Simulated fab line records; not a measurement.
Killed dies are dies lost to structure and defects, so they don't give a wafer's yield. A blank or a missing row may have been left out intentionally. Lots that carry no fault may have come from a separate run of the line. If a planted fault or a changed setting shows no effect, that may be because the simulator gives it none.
Which tool is to blame? | flow rit_cmos | Sampling: 7 lots, 21 wafers, 2 of 202 route steps

WHAT THE GAUGES SHOWED, per wafer
RIT_WELLDRIVE_RS_MEAS_01: the measuring method here is four-point-probe.
lot  | measured    | on            | NWELL_RS (ohm/sq)
L789 | day 2 12:17 | film_metro-04 | 275.3 274.5 274.1
L791 | day 3 03:35 | film_metro-02 | 276.0 275.2 275.8
L795 | day 3 16:36 | film_metro-03 | 276.0 275.8 275.8
L800 | day 4 17:06 | film_metro-04 | 321.5 322.1 321.7 321.4 321.2 321.9
L803 | day 5 08:00 | film_metro-04 | 275.5 275.1 275.4
L807 | day 6 02:55 | film_metro-02 | 275.4 275.7 275.5
L810 | day 6 18:49 | film_metro-04 | 275.3 274.6 275.6

WHAT TOOL EACH LOT RAN ON (gives the tool, then ch and the chambers of the sampled wafers, and finally the start)
lot  | RIT_WELLDRIVE_ANNEAL_00
L789 | furnace-02 ch 0, day 2 07:10
L791 | furnace-02 ch 0, day 2 22:29
L795 | furnace-04 ch 0, day 3 11:31
L800 | furnace-02 ch 0, day 4 12:00
L803 | furnace-03 ch 0, day 5 02:55
L807 | furnace-04 ch 0, day 5 21:47
L810 | furnace-04 ch 0, day 6 13:43
- RIT_WELLDRIVE_ANNEAL_00: time 14700 s.

THE ANSWER, worked out from the rows above alone
Rule: usual is defined by the lots themselves. The widest of any qualifying gaps counts: lots, ordered by their means at a reading, are off when they make up no more than a third of the lots, leave a main group of 4 or more, and stand apart from it by 3 or more times the standard deviation of that group's means. Not used: any main group whose means are identical at the precision the tables above print for the reading. A lot without any number at a reading at which 4 lots or more have one is off too. The other lots that the step has rows for count as sound.
Off: L800, at RIT_WELLDRIVE_RS_MEAS_01 (NWELL_RS). For the main group the mean is 275.4 ohm/sq and the standard deviation 0.4.
If a tool, at a process step before that reading, ran all the lots that are off and no sound lot after the first of them, it fits. Those tools and the gauges at RIT_WELLDRIVE_RS_MEAS_01 are tried in the same way. One candidate fits, namely furnace-02 at RIT_WELLDRIVE_ANNEAL_00. A fault onset in the window from L791 (day 2 22:29, its last sound lot) to L800 (day 4 12:00, its first lot off) fits.

WHAT THE SIMULATOR HAD PUT IN
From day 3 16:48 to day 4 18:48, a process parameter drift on furnace-02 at RIT_WELLDRIVE_ANNEAL_00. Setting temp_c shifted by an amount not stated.
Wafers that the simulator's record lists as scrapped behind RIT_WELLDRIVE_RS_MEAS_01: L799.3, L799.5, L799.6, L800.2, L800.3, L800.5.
Struck lots among those shown: L800. The same result came from the rule above.
